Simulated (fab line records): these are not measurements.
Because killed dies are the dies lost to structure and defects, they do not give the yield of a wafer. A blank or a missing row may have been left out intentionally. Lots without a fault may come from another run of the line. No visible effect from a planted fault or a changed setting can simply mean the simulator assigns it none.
Split-lot trial / flow berkeley cmos170 / 5 lots, 23 wafers read, on a route of 331 steps

THE SPLIT ITSELF
At UCB170_PWELL_ETCH_14 (etches Si3N4 in CH3F/Ar/O2, stops on SiO2, target depth 242 nm, time 151 s), the setting rf w was moved away from the recipe's 450 W on 9 of the 23 wafers read, by -4.5% to +9.1%. This setting was run at the recipe's value on the other wafers.

The reading comes from the split's own step.

THE READING
SiO2_of_PWELL_OXIDATION_02.thk nm (the simulator's own value, which no gauge read), in nm, at UCB170_PWELL_ETCH_14 (etches Si3N4 in CH3F/Ar/O2, stops on SiO2, target depth 242 nm, time 151 s). The file gives no usual value for it. Here, 14 wafers ran the recipe; their average is 22.32 nm with a standard deviation of 0.51 nm.

wafer=L074.1; tool, chamber at the split=rie diel-02, 3; rf w as run, W=450; against the recipe=recipe; SiO2_of_PWELL_OXIDATION_02.thk nm, nm=22.54; against lot-mates on the recipe=-
wafer=L074.2; tool, chamber at the split=rie diel-02, 1; rf w as run, W=429.7; against the recipe=-4.5%; SiO2_of_PWELL_OXIDATION_02.thk nm, nm=23.02; against lot-mates on the recipe=+0.23
wafer=L074.4; tool, chamber at the split=rie diel-02, 3; rf w as run, W=429.7; against the recipe=-4.5%; SiO2_of_PWELL_OXIDATION_02.thk nm, nm=22.82; against lot-mates on the recipe=+0.04
wafer=L074.5; tool, chamber at the split=rie diel-02, 1; rf w as run, W=429.7; against the recipe=-4.5%; SiO2_of_PWELL_OXIDATION_02.thk nm, nm=23.06; against lot-mates on the recipe=+0.27
wafer=L074.6; tool, chamber at the split=rie diel-02, 0; rf w as run, W=450; against the recipe=recipe; SiO2_of_PWELL_OXIDATION_02.thk nm, nm=23.03; against lot-mates on the recipe=-
wafer=L075.1; tool, chamber at the split=rie diel-01, 0; rf w as run, W=450; against the recipe=recipe; SiO2_of_PWELL_OXIDATION_02.thk nm, nm=22.56; against lot-mates on the recipe=-
wafer=L075.2; tool, chamber at the split=rie diel-01, 1; rf w as run, W=450; against the recipe=recipe; SiO2_of_PWELL_OXIDATION_02.thk nm, nm=22.32; against lot-mates on the recipe=-
wafer=L075.3; tool, chamber at the split=rie diel-01, 3; rf w as run, W=479.5; against the recipe=+6.6%; SiO2_of_PWELL_OXIDATION_02.thk nm, nm=21.66; against lot-mates on the recipe=-0.99
wafer=L075.4; tool, chamber at the split=rie diel-01, 2; rf w as run, W=479.5; against the recipe=+6.6%; SiO2_of_PWELL_OXIDATION_02.thk nm, nm=20.84; against lot-mates on the recipe=-1.81
wafer=L075.6; tool, chamber at the split=rie diel-01, 0; rf w as run, W=450; against the recipe=recipe; SiO2_of_PWELL_OXIDATION_02.thk nm, nm=23.06; against lot-mates on the recipe=-
wafer=L079.1; tool, chamber at the split=rie diel-03, 1; rf w as run, W=430.9; against the recipe=-4.2%; SiO2_of_PWELL_OXIDATION_02.thk nm, nm=22.78; against lot-mates on the recipe=+0.69
wafer=L079.2; tool, chamber at the split=rie diel-03, 3; rf w as run, W=450; against the recipe=recipe; SiO2_of_PWELL_OXIDATION_02.thk nm, nm=21.8; against lot-mates on the recipe=-
wafer=L079.3; tool, chamber at the split=rie diel-03, 0; rf w as run, W=430.9; against the recipe=-4.2%; SiO2_of_PWELL_OXIDATION_02.thk nm, nm=22.51; against lot-mates on the recipe=+0.42
wafer=L079.5; tool, chamber at the split=rie diel-03, 2; rf w as run, W=450; against the recipe=recipe; SiO2_of_PWELL_OXIDATION_02.thk nm, nm=22.29; against lot-mates on the recipe=-
wafer=L079.6; tool, chamber at the split=rie diel-03, 1; rf w as run, W=450; against the recipe=recipe; SiO2_of_PWELL_OXIDATION_02.thk nm, nm=22.19; against lot-mates on the recipe=-
wafer=L081.1; tool, chamber at the split=rie diel-01, 3; rf w as run, W=450; against the recipe=recipe; SiO2_of_PWELL_OXIDATION_02.thk nm, nm=21.76; against lot-mates on the recipe=-
wafer=L081.2; tool, chamber at the split=rie diel-01, 1; rf w as run, W=450; against the recipe=recipe; SiO2_of_PWELL_OXIDATION_02.thk nm, nm=21.5; against lot-mates on the recipe=-
wafer=L081.4; tool, chamber at the split=rie diel-01, 1; rf w as run, W=491; against the recipe=+9.1%; SiO2_of_PWELL_OXIDATION_02.thk nm, nm=19.66; against lot-mates on the recipe=-1.95
wafer=L081.5; tool, chamber at the split=rie diel-01, 3; rf w as run, W=450; against the recipe=recipe; SiO2_of_PWELL_OXIDATION_02.thk nm, nm=21.58; against lot-mates on the recipe=-
wafer=L081.6; tool, chamber at the split=rie diel-01, 2; rf w as run, W=491; against the recipe=+9.1%; SiO2_of_PWELL_OXIDATION_02.thk nm, nm=19.27; against lot-mates on the recipe=-2.34
wafer=L085.1; tool, chamber at the split=rie diel-02, 3; rf w as run, W=450; against the recipe=recipe; SiO2_of_PWELL_OXIDATION_02.thk nm, nm=22.07; against lot-mates on the recipe=-
wafer=L085.3; tool, chamber at the split=rie diel-02, 2; rf w as run, W=450; against the recipe=recipe; SiO2_of_PWELL_OXIDATION_02.thk nm, nm=23.01; against lot-mates on the recipe=-
wafer=L085.6; tool, chamber at the split=rie diel-02, 3; rf w as run, W=450; against the recipe=recipe; SiO2_of_PWELL_OXIDATION_02.thk nm, nm=22.73; against lot-mates on the recipe=-

THE FIT
A straight line over all 23 wafers: SiO2_of_PWELL_OXIDATION_02.thk nm changes by -0.218 nm for each +1% of rf w; r = -0.85; the points scatter about the line by 0.56 nm.
The same after taking each lot's own level away (the mean of its wafers on the recipe; 23 wafers): -0.181 nm for each +1%; r = -0.90; scatter 0.37 nm.
Per that fit: largest rf w move, reading shift of 1.6 nm.
Across the lots, their own levels run from 21.613 to 22.785 nm, a range of 2.3 times the standard deviation given above.
Thus the slope moves with the lot-to-lot level: the two fits are different.
Check: for one of the wafers moved furthest among these (+9.1%), held out of the fit, the line's prediction against its lot-mates is -1.76 nm. Against them it came out at -1.95 nm.

THESE WAFERS: OTHER SPLITS
Note: prior to the reading, these wafers also went through further splits. Each is held against what the fit with the lots' levels taken away leaves over:
other split on the same wafers=UCB170_NWELL_COAT_07 spin rpm; wafers away from the commonest value=9; r with SiO2_of_PWELL_OXIDATION_02.thk nm (lot level and that fit taken away)=-0.11
other split on the same wafers=UCB170_NWELL_IMPLANT_14 dose cm2; wafers away from the commonest value=7; r with SiO2_of_PWELL_OXIDATION_02.thk nm (lot level and that fit taken away)=+0.21
other split on the same wafers=UCB170_PWELL_COAT_08 resist thk nm; wafers away from the commonest value=5; r with SiO2_of_PWELL_OXIDATION_02.thk nm (lot level and that fit taken away)=+0.24

FILE'S OWN FIT
SiO2_of_PWELL_OXIDATION_02.thk nm changes by -0.194 nm for each +1% of rf w, r = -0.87.
